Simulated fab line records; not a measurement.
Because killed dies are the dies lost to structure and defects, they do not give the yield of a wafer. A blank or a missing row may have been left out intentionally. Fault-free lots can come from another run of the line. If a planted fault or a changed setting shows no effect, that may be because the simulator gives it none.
Matching of chambers    flow rit_cmos    rie_si-01 running RIT_GATE_ETCH_19: 4 sister chambers
The step etches poly-Si in SF6/CHF3/O2, stops on SiO2, time 165 s, target depth 312.5 nm. 4 wafers are shown with their chamber, then 7 later ones without.

WAFERS PAIRED WITH THEIR CHAMBERS
wafer   chamber  drypump_motor_current_A (A)
L509.3  1        5.60
L509.5  3        5.27
L511.2  0        5.88
L511.4  2        5.75

WAFERS WITH NO CHAMBER GIVEN
wafer   drypump_motor_current_A (A)
L511.6  5.87
L513.3  5.57
L513.4  5.28
L513.6  5.58
L515.1  5.59
L515.2  5.28
L515.3  5.89

WHICH CHAMBER EACH WENT THROUGH
wafer   from the rows above  in truth
L511.6  0                    0
L513.3  1                    1
L513.4  3                    3
L513.6  1                    1
L515.1  1                    1
L515.2  3                    3
L515.3  0                    0
Correctly placed: 7 of 7. Left unplaced by these rows: 0. Number placed wrongly: 0.
How it was worked out, from the rows above alone: a wafer's distance from a chamber is the root of the sum, over the readings, of the square of ((its reading less the chamber's mean) divided by the reading's scatter). The wafer belongs to the nearest chamber; if the next one is less than 2 further off, it can't be placed. Each chamber's mean is taken over the wafers shown for it. The scatter: root of mean squared gap, hidden wafer to nearest shown wafer, with one shown wafer a chamber.
